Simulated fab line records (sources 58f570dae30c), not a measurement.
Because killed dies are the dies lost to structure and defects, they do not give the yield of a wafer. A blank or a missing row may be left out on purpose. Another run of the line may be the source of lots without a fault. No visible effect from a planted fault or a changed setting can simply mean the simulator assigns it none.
fab line records    flow berkeleyCmos170
record lots=5  wafers=15  lastDay=11
route steps=331 shown M1@241 V1@254 M2@271
lots with no fault: from the same line, run without faults
startH: start of the lot's first displayed wafer, in hours after the record's first day    waitH: hours from the lot's prior step to this one    " unchanged from the row above    L1.1+2: one row covering several wafers at once    - value missing, or start not given    * or withheld: withheld    < > ~ a bound
route shown NAME@n: names a module that has steps shown in the file, with the first one's number in the route    usual: the fault-free wafers' mean and standard deviation    same: alike in all rows    chamber/n: place in a boat    sites: per-site readings    _std_site: the values' standard deviation    _edge_site: the outer-site mean with the inner-site mean subtracted    radiusMm: how far each site lies from the wafer's centre    mask NAME#n: copy n    behind: tool/chamber where the wafer was last shaped    hold: what put the lot on hold/how long, in hours/how the hold closed    device: whichever transistor did not switch (one of n, p or np)    end of line: at the end of the route, the tests of the same wafers    where a step has no rows: the recipe by itself    killed: dies lost to structure and defects at the first sort, not the wafer's yield    map: shows each die of a wafer: x if killed, . if not, _ if none is there
set.NAME: the setting as run; set.NAME@STEP: as run at that earlier step    model.NAME: the simulator's own value behind a step, which no gauge read
lots seen at some steps along the route; tables by step, rows by wafer
services: from which hour (startH, from the record's first day; less than 0 if before it) a tool's chamber was out of use, for how many hours, and why
## steps
# step UCB170_M1_COAT_03
# recipe resist=BARC  tempC=withheld  timeS=withheld  spinRpm=3000  resistThkNm=withheld
lot.wafer   tool           chamber  startH  waitH
L084.1+2+5  lithoTrack-02  0        198.69  0.1
L083.4+5+6  lithoTrack-01  0        199.60  0.4
L089.2+3+5  lithoTrack-01  0        232.78  0.1
L097.1+5+6  lithoTrack-04  0        251.12  0.1
L095.4+5+6  lithoTrack-02  0        251.39  0.1
# step UCB170_M1_COAT_04
# recipe resist=KrF  spinRpm=1500  resistThkNm=900
lot.wafer   tool           chamber  startH  waitH
L084.1+2+5  lithoTrack-02  0        -       -
L083.4+5+6  lithoTrack-01  0        -       -
L089.2+3+5  lithoTrack-01  0        -       -
L097.1+5+6  lithoTrack-04  0        -       -
L095.4+5+6  lithoTrack-02  0        -       -
# step UCB170_M1_SOFTBAKE_05
# recipe resist=KrF  tempC=130  timeS=60
lot.wafer   tool           chamber  startH  waitH
L084.1+2+5  lithoTrack-02  0        -       -
L083.4+5+6  lithoTrack-01  0        -       -
L089.2+3+5  lithoTrack-01  0        -       -
L097.1+5+6  lithoTrack-04  0        -       -
L095.4+5+6  lithoTrack-02  0        -       -
# step UCB170_M1_EXPOSE_06
# recipe maskId=METAL1  targetCdNm=700  na=0.5  sigmaOuter=0.6  sourceShape=conventional  doseMj=21
# usual focusOffsetNm=0.1/0.5
lot.wafer  tool           chamber  startH  waitH  mask      focusOffsetNm
L084.1     krfScanner-02  0        199.26  -      METAL1#0  0.1
L084.2     "              0        "       "      METAL1#0  0.4
L084.5     "              0        "       "      METAL1#0  0.3
L083.4     krfScanner-01  0        200.16  -      METAL1#0  0.3
L083.5     "              0        "       "      METAL1#0  0.3
L083.6     "              0        "       "      METAL1#0  0.3
L089.2     krfScanner-01  0        233.22  -      METAL1#0  0.7
L089.3     "              0        "       "      METAL1#0  0.9
L089.5     "              0        "       "      METAL1#0  1.3
L097.1     krfScanner-01  0        251.70  -      METAL1#0  -0.6
L097.5     "              0        "       "      METAL1#0  0.1
L097.6     "              0        "       "      METAL1#0  -0.2
L095.4     krfScanner-02  0        252.00  -      METAL1#0  -0.9
L095.5     "              0        "       "      METAL1#0  -0.9
L095.6     "              0        "       "      METAL1#0  -0.8
# step UCB170_M1_PEB_07
# recipe pebTempC=130  pebTimeS=withheld  resist=KrF
lot.wafer   tool           chamber  startH  waitH
L084.1+2+5  lithoTrack-04  0        199.88  0.6
L083.4+5+6  lithoTrack-02  0        200.39  0.2
L089.2+3+5  lithoTrack-04  0        233.68  0.4
L097.1+5+6  lithoTrack-04  0        252.02  0.3
L095.4+5+6  lithoTrack-04  0        252.37  0.4
# step UCB170_M1_DEVELOP_08
# recipe developer=TMAH  developTimeS=45  resist=KrF  devTempC=21
lot.wafer   tool           chamber  startH  waitH
L084.1+2+5  lithoTrack-04  0        -       -
L083.4+5+6  lithoTrack-02  0        -       -
L089.2+3+5  lithoTrack-04  0        -       -
L097.1+5+6  lithoTrack-04  0        -       -
L095.4+5+6  lithoTrack-04  0        -       -
# step UCB170_M1_CD_MEAS_09
# recipe targetCdNm=700
# usual cdNm=699.7/1.5
lot.wafer  tool      chamber  startH  waitH  cdNm
L084.1     cdSem-01  -        200.19  -      699.3
L084.2     "         -        "       "      698.5
L084.5     "         -        "       "      697.8
L083.4     cdSem-01  -        200.97  -      700.1
L083.5     "         -        "       "      699.2
L083.6     "         -        "       "      698.8
L089.2     cdSem-01  -        233.95  -      698.1
L089.3     "         -        "       "      699.2
L089.5     "         -        "       "      698.7
L097.1     cdSem-02  -        252.30  -      701.7
L097.5     "         -        "       "      700.9
L097.6     "         -        "       "      701.7
L095.4     cdSem-01  -        252.63  -      701.6
L095.5     "         -        "       "      701.3
L095.6     "         -        "       "      700.7
# step UCB170_M1_OVL_MEAS_10
# usual M1_OVL=2/5.1
lot.wafer  tool        chamber  startH  waitH  M1_OVL[nm]
L084.1     overlay-02  -        200.31  0.1    8
L084.2     "           -        "       "      5
L084.5     "           -        "       "      2
L083.4     overlay-01  -        201.05  0.1    -2
L083.5     "           -        "       "      0
L083.6     "           -        "       "      1
L089.2     overlay-02  -        234.05  0.1    1
L089.3     "           -        "       "      4
L089.5     "           -        "       "      -1
L097.1     overlay-02  -        252.42  0.1    -1
L097.5     "           -        "       "      -8
L097.6     "           -        "       "      -7
L095.4     overlay-01  -        252.71  0.1    8
L095.5     "           -        "       "      4
L095.6     "           -        "       "      4
# step UCB170_M1_ETCH_11
# recipe chemistry=N2/H2  targetDepthA=withheld  overetchA=withheld  target=BARC  timeS=withheld  sourceW=500  biasW=100  pressureMtorr=30  n2FlowSccm=100  h2FlowSccm=200
# usual drypumpMotorCurrentA=5.70/0.3  oesProductAu=1.000/0.018  throttleValvePct=13.27/0.17
lot.wafer  tool        chamber  startH  waitH  drypumpMotorCurrentA  oesProductAu  throttleValvePct
L084.1     rieDiel-04  0        200.35  0.0    5.83                  1.017         13.19
L084.2     "           3        "       "      5.69                  0.972         13.41
L084.5     "           0        "       "      5.82                  1.014         13.19
L083.4     rieDiel-04  0        201.09  0.0    5.81                  1.014         13.19
L083.5     "           3        "       "      5.71                  0.986         13.42
L083.6     "           2        "       "      5.73                  1.005         13.12
L089.2     rieDiel-03  2        234.08  0.0    5.48                  1.000         13.52
L089.3     "           1        "       "      5.05                  1.024         12.91
L089.5     "           0        "       "      6.11                  1.016         13.26
L097.1     rieDiel-04  0        252.46  0.0    5.82                  0.997         13.20
L097.5     "           0        "       "      5.83                  0.996         13.18
L097.6     "           3        "       "      5.69                  0.981         13.42
L095.4     rieDiel-01  2        252.73  0.0    5.77                  0.973         13.22
L095.5     "           0        "       "      5.76                  1.011         13.22
L095.6     "           1        "       "      5.53                  1.037         13.13
# step UCB170_M1_METAL_ETCH_12
# recipe chemistry=Cl2/BCl3  target=Al  stopOn=PSG  pressureMtorr=12  targetDepthA=7800  overEtchFrac=0.3  timeS=130  icpW=600  biasW=120  Cl2_flow_sccm=90  bcl3FlowSccm=45
# usual drypumpMotorCurrentA=5.82/0.28  mfcCl2Sccm=90.00/0.28  oesProductAu=0.859/0.014  throttleValvePct=24.4/0.31
lot.wafer  tool         chamber  startH  waitH  drypumpMotorCurrentA  mfcCl2Sccm  oesProductAu  rfHoursCounterH  throttleValvePct
L084.1     rieMetal-04  1        200.39  -      6.02                  89.89       0.836         7                24.8
L084.2     "            0        "       "      5.89                  90.18       0.853         1                24.7
L084.5     "            1        "       "      6.00                  89.68       0.843         -                24.8
L083.4     rieMetal-03  0        201.16  -      6.17                  90.30       0.877         -                24.0
L083.5     "            1        "       "      5.73                  90.49       0.873         -                24.4
L083.6     "            0        "       "      6.17                  90.07       0.878         -                24.0
L089.2     rieMetal-04  0        234.13  -      5.86                  90.23       0.856         2                24.7
L089.3     "            1        "       "      6.00                  89.84       0.849         -                24.8
L089.5     "            0        "       "      5.87                  89.90       0.851         -                24.7
L097.1     rieMetal-03  1        252.50  -      5.72                  89.71       0.880         9                24.4
L097.5     "            1        "       "      5.74                  89.91       0.885         -                24.4
L097.6     "            0        "       "      6.14                  89.57       0.875         -                24.0
L095.4     rieMetal-04  1        252.82  -      5.99                  90.48       0.836         -                24.8
L095.5     "            1        "       "      5.99                  90.24       0.836         -                24.8
L095.6     "            0        "       "      5.88                  90.20       0.860         -                24.7
# step UCB170_M1_STRIP_13
# recipe chemistry=O2  powerW=400  pressureMtorr=3500  platenTempC=withheld  o2FlowSccm=400  overashFraction=0.5
# usual drypumpMotorCurrentA=5.8/0.41  o2FlowSccm=399.8/1.2  oesProductAu=0.720/0.0047
lot.wafer  tool            chamber  startH  waitH  drypumpMotorCurrentA  o2FlowSccm  oesProductAu  rfHoursCounterH
L084.1     plasmaAsher-03  1        200.53  0.1    5.7                   399.3       0.724         44
L084.2     "               0        "       "      6.3                   400.6       0.718         44
L084.5     "               1        "       "      5.7                   398.9       0.721         -
L083.4     plasmaAsher-04  1        201.28  0.1    5.2                   397.2       0.730         -
L083.5     "               0        "       "      6.0                   398.3       0.728         -
L083.6     "               1        "       "      5.2                   399.8       0.721         -
L089.2     plasmaAsher-01  0        234.26  0.1    5.6                   398.8       0.727         55
L089.3     "               1        "       "      6.3                   399.0       0.720         -
L089.5     "               0        "       "      5.6                   398.6       0.724         -
L097.1     plasmaAsher-03  0        252.63  0.1    6.3                   398.6       0.724         51
L097.5     "               0        "       "      6.3                   399.1       0.724         -
L097.6     "               1        "       "      5.8                   402.7       0.719         -
L095.4     plasmaAsher-04  0        252.94  0.1    6.0                   400.2       0.720         -
L095.5     "               0        "       "      6.1                   399.7       0.722         -
L095.6     "               1        "       "      5.2                   400.7       0.720         -
# step UCB170_M1_CD_MEAS_90
# recipe targetCdNm=700
# usual cdNm=699.8/2.5
lot.wafer  tool      chamber  startH  waitH  cdNm
L084.1     cdSem-01  -        201.03  0.5    698.2
L084.2     "         -        "       "      701.5
L084.5     "         -        "       "      697.3
L083.4     cdSem-01  -        201.57  0.3    698.3
L083.5     "         -        "       "      697.0
L083.6     "         -        "       "      697.5
L089.2     cdSem-02  -        234.38  0.1    698.7
L089.3     "         -        "       "      697.5
L089.5     "         -        "       "      698.2
L097.1     cdSem-02  -        252.73  0.1    695.8
L097.5     "         -        "       "      696.2
L097.6     "         -        "       "      702.5
L095.4     cdSem-02  -        253.07  0.1    702.2
L095.5     "         -        "       "      700.7
L095.6     "         -        "       "      699.7
# step UCB170_M1_ANNEAL_14
# recipe tempC=401  timeS=1200  ambient=formingGas
# usual tubeCenterTempC=401/0.037
lot.wafer  tool  chamber  startH  waitH  tubeCenterTempC
L083.4     -     -        203.48  1.9    400.95
L083.5     "     -        "       "      400.99
L083.6     "     -        "       "      400.96
L084.1     -     -        203.48  2.4    401
L084.2     "     -        "       "      400.99
L084.5     "     -        "       "      400.99
L089.2     -     -        236.25  1.9    400.91
L089.3     "     -        "       "      400.98
L089.5     "     -        "       "      401
L095.4     -     -        255.70  2.6    401
L095.5     "     -        "       "      400.96
L095.6     "     -        "       "      401.01
L097.1     -     -        255.70  3.0    401.03
L097.5     "     -        "       "      400.96
L097.6     "     -        "       "      400.98
# step UCB170_V1_CVD_00
# recipe material=SiO2  targetThkNm=2000  tempC=390  precursor=TEOS/O2  timeS=250  rfW=550  pressureMtorr=9000
# usual heaterPowerW=263/58  pressureMtorr=9000/16
lot.wafer  tool      chamber  startH  waitH  heaterPowerW  pressureMtorr
L084.1     pecvd-03  0        204.82  0.0    210           9014
L084.2     "         2        "       "      166           8981
L084.5     "         2        "       "      214           8999
L083.4     pecvd-02  0        204.89  0.1    211           9001
L083.5     "         2        "       "      301           8989
L083.6     "         1        "       "      286           8985
L089.2     pecvd-01  1        237.59  0.0    312           9019
L089.3     "         2        "       "      358           8988
L089.5     "         2        "       "      264           8996
L097.1     pecvd-03  2        257.04  0.0    204           8978
L097.5     "         0        "       "      274           8997
L097.6     "         1        "       "      329           8994
L095.4     pecvd-02  1        257.11  0.1    373           8979
L095.5     "         2        "       "      217           8977
L095.6     "         0        "       "      204           9005
# step UCB170_V1_THK_MEAS_01
# recipe reads=SiO2_of_V1_CVD_00
# usual V1_TEOS_THK=1997/28
lot.wafer  tool          chamber  startH  waitH  V1_TEOS_THK[nm]
L084.1     filmMetro-03  -        204.97  0.1    1959
L084.2     "             -        "       "      2007
L084.5     "             -        "       "      2063
L083.4     filmMetro-03  -        205.06  0.1    2015
L083.5     "             -        "       "      2045
L083.6     "             -        "       "      2018
L089.2     filmMetro-01  -        237.75  0.1    2008
L089.3     "             -        "       "      1999
L089.5     "             -        "       "      2025
L097.1     filmMetro-01  -        257.19  0.1    1969
L097.5     "             -        "       "      1985
L097.6     "             -        "       "      2000
L095.4     filmMetro-03  -        257.22  0.0    2039
L095.5     "             -        "       "      2037
L095.6     "             -        "       "      1977
# step UCB170_V1_CMP_02
# recipe material=SiO2  downForcePsi=6  platenRpm=60  padVelocityMS=0.75398
# usual motorCurrentA=15.8/1.2
lot.wafer  tool    chamber  startH  waitH  motorCurrentA
L084.1     cmp-02  2        205.13  0.1    16.2
L084.2     "       3        "       "      15.5
L084.5     "       0        "       "      16.1
L083.4     cmp-01  1        205.14  0.1    14.6
L083.5     "       0        "       "      16.1
L083.6     "       1        "       "      14.7
L089.3     cmp-02  3        237.90  0.1    15.1
L089.2     "       0        "       "      16.1
L089.5     "       2        "       "      15.8
L095.4     cmp-01  0        257.30  0.1    16.7
L095.5     "       3        "       "      17.0
L095.6     "       0        "       "      15.7
L097.1     cmp-02  0        257.40  0.2    15.6
L097.6     "       1        "       "      17.8
L097.5     "       2        "       "      15.4
# step UCB170_V1_BOW_MEAS_03
# recipe mode=bow
# usual V1_BOW=18/6.4
lot.wafer  tool          chamber  startH  waitH  V1_BOW[um]
L084.1     filmMetro-02  -        205.33  0.1    11
L084.2     "             -        "       "      16
L084.5     "             -        "       "      24
L083.4     filmMetro-01  -        205.45  0.3    18
L083.5     "             -        "       "      6
L083.6     "             -        "       "      21
L089.2     filmMetro-01  -        238.12  0.1    17
L089.3     "             -        "       "      19
L089.5     "             -        "       "      25
L097.1     filmMetro-03  -        257.55  0.1    22
L097.5     "             -        "       "      15
L097.6     "             -        "       "      24
L095.4     filmMetro-02  -        257.61  0.3    13
L095.5     "             -        "       "      19
L095.6     "             -        "       "      1
# step UCB170_V1_THK_MEAS_04
# recipe reads=SiO2_of_V1_CVD_00
# usual V1_POLISHED_THK=1000.8/1.1
lot.wafer  tool          chamber  startH  waitH  V1_POLISHED_THK[nm]
L084.1     filmMetro-02  -        205.45  0.1    999.6
L084.2     "             -        "       "      1000.4
L084.5     "             -        "       "      999.5
L083.4     filmMetro-01  -        205.54  0.1    1001.3
L083.5     "             -        "       "      1002.2
L083.6     "             -        "       "      1000.4
L089.2     filmMetro-01  -        238.23  0.1    1001.6
L089.3     "             -        "       "      1000.7
L089.5     "             -        "       "      1000.0
L097.1     filmMetro-03  -        257.67  0.1    1000.2
L097.5     "             -        "       "      1000.0
L097.6     "             -        "       "      999.0
L095.4     filmMetro-02  -        257.70  0.1    999.9
L095.5     "             -        "       "      1002.3
L095.6     "             -        "       "      1001.9
# step UCB170_V1_CLEAN_05
# recipe chemistry=DIW
lot.wafer   tool         chamber  startH  waitH
L083.4+5+6  wetBench-04  0        207.01  1.5
L084.1+2+5  wetBench-04  1        207.01  1.5
L089.2+3+5  wetBench-02  3        238.40  0.2
L095.4+5+6  wetBench-04  0        257.97  0.3
L097.1+5+6  wetBench-04  1        257.97  0.3
# step UCB170_V1_HMDS_06
# recipe primeTimeS=60  primeTempC=100
# same primeTimeS=60
lot.wafer   tool           chamber  startH  waitH
L084.1+2+5  lithoTrack-02  0        207.19  0.0
L083.4+5+6  lithoTrack-01  0        207.26  0.1
L089.2+3+5  lithoTrack-02  0        238.73  0.1
L097.1+5+6  lithoTrack-02  0        258.32  0.2
L095.4+5+6  lithoTrack-03  0        258.43  0.3
# step UCB170_V1_COAT_07
# recipe resist=KrF  spinRpm=1500  resistThkNm=900
lot.wafer   tool           chamber  startH  waitH
L084.1+2+5  lithoTrack-02  0        207.34  0.1
L083.4+5+6  lithoTrack-01  0        207.41  0.1
L089.2+3+5  lithoTrack-02  0        238.88  0.1
L097.1+5+6  lithoTrack-02  0        258.47  0.1
L095.4+5+6  lithoTrack-03  0        258.58  0.1
# step UCB170_V1_SOFTBAKE_08
# recipe resist=KrF  tempC=130  timeS=60
lot.wafer   tool           chamber  startH  waitH
L084.1+2+5  lithoTrack-02  0        207.49  0.1
L083.4+5+6  lithoTrack-01  0        207.56  0.1
L089.2+3+5  lithoTrack-02  0        239.03  0.1
L097.1+5+6  lithoTrack-02  0        258.62  0.1
L095.4+5+6  lithoTrack-03  0        258.73  0.1
# step UCB170_V1_EXPOSE_09
# recipe maskId=VIA1  targetCdNm=700  na=0.5  sigmaOuter=0.6  sourceShape=conventional  doseMj=37
# usual focusOffsetNm=0.0/0.56
lot.wafer  tool           chamber  startH  waitH  mask    focusOffsetNm
L084.1     krfScanner-02  0        207.64  0.1    VIA1#0  -0.3
L084.2     "              0        "       "      VIA1#0  0.2
L084.5     "              0        "       "      VIA1#0  -0.2
L083.4     krfScanner-02  0        207.81  0.2    VIA1#0  -0.1
L083.5     "              0        "       "      VIA1#0  -0.1
L083.6     "              0        "       "      VIA1#0  0.2
L089.2     krfScanner-01  0        239.30  0.2    VIA1#0  -0.1
L089.3     "              0        "       "      VIA1#0  -1.4
L089.5     "              0        "       "      VIA1#0  -0.7
L097.1     krfScanner-01  0        258.77  0.1    VIA1#0  -0.1
L097.5     "              0        "       "      VIA1#0  -0.6
L097.6     "              0        "       "      VIA1#0  0.8
L095.4     krfScanner-02  0        259.07  0.3    VIA1#0  0.1
L095.5     "              0        "       "      VIA1#0  -0.5
L095.6     "              0        "       "      VIA1#0  0.5
# step UCB170_V1_PEB_10
# recipe pebTempC=130  pebTimeS=withheld  resist=KrF
lot.wafer   tool           chamber  startH  waitH
L084.1+2+5  lithoTrack-03  0        208.09  0.4
L083.4+5+6  lithoTrack-03  0        208.44  0.6
L089.2+3+5  lithoTrack-01  0        239.42  0.1
L097.1+5+6  lithoTrack-03  0        258.89  0.1
L095.4+5+6  lithoTrack-03  0        259.69  0.6
# step UCB170_V1_DEVELOP_11
# recipe developer=TMAH  developTimeS=45  resist=KrF  devTempC=21
lot.wafer   tool           chamber  startH  waitH
L084.1+2+5  lithoTrack-03  0        -       -
L083.4+5+6  lithoTrack-03  0        -       -
L089.2+3+5  lithoTrack-01  0        -       -
L097.1+5+6  lithoTrack-03  0        -       -
L095.4+5+6  lithoTrack-03  0        -       -
# step UCB170_V1_CD_MEAS_12
# recipe targetCdNm=700
# usual cdNm=700.4/1.4
lot.wafer  tool      chamber  startH  waitH  cdNm
L084.1     cdSem-02  -        208.37  -      700.7
L084.2     "         -        "       "      700.0
L084.5     "         -        "       "      699.4
L083.4     cdSem-01  -        208.70  -      699.0
L083.5     "         -        "       "      700.2
L083.6     "         -        "       "      700.9
L089.2     cdSem-01  -        239.69  -      698.6
L089.3     "         -        "       "      698.4
L089.5     "         -        "       "      699.1
L097.1     cdSem-01  -        259.16  -      699.2
L097.5     "         -        "       "      697.6
L097.6     "         -        "       "      699.2
L095.4     cdSem-01  -        259.95  -      700.3
L095.5     "         -        "       "      701.0
L095.6     "         -        "       "      701.6
# step UCB170_V1_OVL_MEAS_13
# usual V1_OVL=-3/5.1
lot.wafer  tool        chamber  startH  waitH  V1_OVL[nm]
L084.1     overlay-01  -        208.49  0.1    1
L084.2     "           -        "       "      -2
L084.5     "           -        "       "      -7
L083.4     overlay-02  -        208.78  0.1    -1
L083.5     "           -        "       "      -7
L083.6     "           -        "       "      5
L089.2     overlay-02  -        239.80  0.1    6
L089.3     "           -        "       "      0
L089.5     "           -        "       "      0
L097.1     overlay-01  -        259.28  0.1    -6
L097.5     "           -        "       "      -8
L097.6     "           -        "       "      -1
L095.4     overlay-01  -        260.03  0.1    -6
L095.5     "           -        "       "      -9
L095.6     "           -        "       "      -1
# step UCB170_V1_ETCH_14
# recipe chemistry=CHF3/CF4/Ar  target=SiO2  stopOn=Al  CHF3_flow_sccm=45  cf4FlowSccm=15  Ar_flow_sccm=150  pressureMtorr=200  rfW=700  targetDepthA=12500  overEtchFrac=0.25  timeS=291
# usual drypumpMotorCurrentA=5.6/0.41  oesProductAu=0.877/0.013  throttleValvePct=6.94/0.12
lot.wafer  tool        chamber  startH  waitH  drypumpMotorCurrentA  oesProductAu  rfHoursCounterH  throttleValvePct
L084.1     rieDiel-03  0        208.52  0.0    6.1                   0.885         108              6.96
L084.2     "           3        "       "      5.6                   0.871         17               6.97
L084.5     "           2        "       "      5.5                   0.877         -                7.06
L083.4     rieDiel-02  0        208.80  0.0    6.0                   0.855         61               7.02
L083.5     "           3        "       "      5.2                   0.869         -                7.05
L083.6     "           0        "       "      6.0                   0.852         -                7.01
L089.2     rieDiel-02  2        239.83  0.0    5.0                   0.863         48               7.02
L089.3     "           3        "       "      5.2                   0.868         22               7.04
L089.5     "           1        "       "      6.2                   0.897         -                6.93
L097.1     rieDiel-01  1        259.32  0.0    5.5                   0.895         35               6.81
L097.5     "           2        "       "      5.8                   0.862         -                6.82
L097.6     "           1        "       "      5.5                   0.891         -                6.83
L095.4     rieDiel-02  3        260.04  0.0    5.2                   0.860         23               7.04
L095.5     "           1        "       "      6.3                   0.894         -                6.94
L095.6     "           0        "       "      5.9                   0.858         -                7.03
# step UCB170_V1_STRIP_15
# recipe chemistry=O2  powerW=400  pressureMtorr=3500  platenTempC=withheld  o2FlowSccm=400  overashFraction=0.5
# usual drypumpMotorCurrentA=5.9/0.32  o2FlowSccm=400.0/1.3  oesProductAu=0.722/0.0048  stripTimeToEndpointS=15.27/0.13
lot.wafer  tool            chamber  startH  waitH  drypumpMotorCurrentA  o2FlowSccm  oesProductAu  rfHoursCounterH  stripTimeToEndpointS
L084.1     plasmaAsher-02  1        208.70  0.1    6.0                   400.0       0.712         48               15.15
L084.2     "               0        "       "      6.0                   400.5       0.724         48               15.24
L084.5     "               1        "       "      6.0                   401.4       0.717         -                15.23
L083.4     plasmaAsher-03  1        209.01  0.1    5.7                   397.5       0.721         -                15.24
L083.5     "               1        "       "      5.7                   399.2       0.719         -                15.22
L083.6     "               0        "       "      6.3                   400.1       0.717         -                15.21
L089.2     plasmaAsher-02  1        240.00  0.1    5.9                   400.2       0.718         52               15.32
L089.3     "               1        "       "      6.0                   401.5       0.731         -                15.35
L089.5     "               0        "       "      6.0                   399.9       0.715         -                15.08
L097.1     plasmaAsher-04  1        259.50  0.1    5.2                   400.2       0.722         17               15.30
L097.5     "               0        "       "      6.1                   399.4       0.721         -                15.46
L097.6     "               1        "       "      5.2                   399.9       0.725         -                15.28
L095.4     plasmaAsher-02  1        260.26  0.1    5.9                   400.2       0.719         -                15.17
L095.5     "               0        "       "      6.0                   400.1       0.721         -                15.02
L095.6     "               1        "       "      5.9                   402.0       0.720         -                15.07
# step UCB170_V1_CD_MEAS_90
# recipe targetCdNm=700
# usual cdNm=700.6/1.4
lot.wafer  tool      chamber  startH  waitH  cdNm
L084.1     cdSem-02  -        208.80  0.1    701.1
L084.2     "         -        "       "      700.6
L084.5     "         -        "       "      699.3
L083.4     cdSem-02  -        209.14  0.1    700.1
L083.5     "         -        "       "      700.9
L083.6     "         -        "       "      701.9
L089.2     cdSem-02  -        240.12  0.1    699.0
L089.3     "         -        "       "      699.6
L089.5     "         -        "       "      700.0
L097.1     cdSem-01  -        259.60  0.1    700.3
L097.5     "         -        "       "      697.6
L097.6     "         -        "       "      699.8
L095.4     cdSem-02  -        260.46  0.2    700.8
L095.5     "         -        "       "      701.6
L095.6     "         -        "       "      702.5
# step UCB170_M2_PRE_CLEAN_00
# recipe gas=Ar  precleanEtchTimeS=60
lot.wafer   tool           chamber  startH  waitH
L084.1+2+5  pvdSputter-01  -        208.92  0.1
L083.4+5+6  pvdSputter-04  -        209.23  0.1
L089.2+3+5  pvdSputter-01  -        240.22  0.1
L097.1+5+6  pvdSputter-04  -        259.72  0.1
L095.4+5+6  pvdSputter-03  -        260.52  0.0
# step UCB170_M2_SPUTTER_01
# recipe material=Al  targetThkNm=900  timeS=120  powerW=6000  chamberPressurePa=0.5
# usual throttleValvePct=29.9/1
lot.wafer  tool           chamber  startH  waitH  throttleValvePct
L084.1     pvdSputter-01  -        208.99  0.0    30.7
L084.2     "              -        "       "      31.2
L084.5     "              -        "       "      29.2
L083.4     pvdSputter-04  -        209.30  0.0    30.5
L083.5     "              -        "       "      29.7
L083.6     "              -        "       "      28.8
L089.2     pvdSputter-01  -        240.29  0.0    28.8
L089.3     "              -        "       "      31.2
L089.5     "              -        "       "      30.7
L097.1     pvdSputter-04  -        259.78  0.0    28.7
L097.5     "              -        "       "      30.8
L097.6     "              -        "       "      29.1
L095.4     pvdSputter-03  -        260.59  0.0    28.3
L095.5     "              -        "       "      31.1
L095.6     "              -        "       "      30.7
# step UCB170_M2_RS_MEAS_02
# recipe thkMeasGauge=four-point-probe  reads=Al_of_M2_SPUTTER_01
# usual M2_AL_RS=0.0319/0.00036
lot.wafer  tool          chamber  startH  waitH  M2_AL_RS[ohm/sq]
L084.1     filmMetro-01  -        209.07  0.0    0.0323
L084.2     "             -        "       "      0.0325
L084.5     "             -        "       "      0.0328
L083.4     filmMetro-01  -        209.41  0.1    0.0319
L083.5     "             -        "       "      0.0315
L083.6     "             -        "       "      0.0321
L089.2     filmMetro-04  -        240.39  0.1    0.0327
L089.3     "             -        "       "      0.0323
L089.5     "             -        "       "      0.0325
L097.1     filmMetro-03  -        259.87  0.0    0.0317
L097.5     "             -        "       "      0.0317
L097.6     "             -        "       "      0.0316
L095.4     filmMetro-03  -        260.73  0.1    0.0316
L095.5     "             -        "       "      0.0320
L095.6     "             -        "       "      0.0322
# step UCB170_M2_THK_MEAS_03
# recipe thkMeasGauge=xrf  reads=Al_of_M2_SPUTTER_01
# usual M2_AL_THK=903/11
lot.wafer  tool          chamber  startH  waitH  M2_AL_THK[nm]
L084.1     filmMetro-01  -        209.19  0.1    894
L084.2     "             -        "       "      891
L084.5     "             -        "       "      881
L083.4     filmMetro-01  -        209.50  0.1    908
L083.5     "             -        "       "      920
L083.6     "             -        "       "      899
L089.2     filmMetro-04  -        240.50  0.1    877
L089.3     "             -        "       "      883
L089.5     "             -        "       "      888
L097.1     filmMetro-03  -        259.99  0.1    903
L097.5     "             -        "       "      902
L097.6     "             -        "       "      901
L095.4     filmMetro-03  -        260.82  0.1    899
L095.5     "             -        "       "      901
L095.6     "             -        "       "      888
# step UCB170_M2_HMDS_04
# recipe primeTimeS=60  primeTempC=100
# same primeTimeS=60
lot.wafer   tool           chamber  startH  waitH
L084.1+2+5  lithoTrack-01  0        209.25  0.1
L083.4+5+6  lithoTrack-03  0        210.17  0.7
L089.2+3+5  lithoTrack-04  0        240.76  0.2
L097.1+5+6  lithoTrack-03  0        260.16  0.2
L095.4+5+6  lithoTrack-03  0        260.93  0.1
## services
tool            chamber  startH  hours  kind
rieDiel-04      1        179.59  -      clean
rieDiel-04      1        179.59  26.9   scheduledDown
rieDiel-04      1        179.59  26.9   ventCycle
pecvd-02        -        191.15  0.4    repair
krfScanner-01   -        195.00  1.3    pm
pvdSputter-03   -        196.33  2.1    repair
krfScanner-01   0        200.16  -      calibration
krfScanner-01   -        207.17  0.8    pm
rieDiel-03      2        220.26  7.1    repair
cmp-02          -        221.39  0.6    repair
rieDiel-02      0        229.17  12.2   repair
cmp-02          -        232.00  4.0    pm
plasmaAsher-03  -        233.64  2.1    repair
cmp-02          -        236.00  -      consumableReplace:conditioner
cmp-02          -        236.00  -      consumableReplace:pad
plasmaAsher-01  -        236.54  6.1    repair
pecvd-01        -        236.62  0.8    repair
cmp-01          -        236.93  4.7    pm
cmp-02          -        241.66  7.4    pm
krfScanner-02   -        241.94  1.3    pm
pecvd-01        -        244.71  1.4    repair
krfScanner-01   -        255.56  0.8    pm
## key
fault none
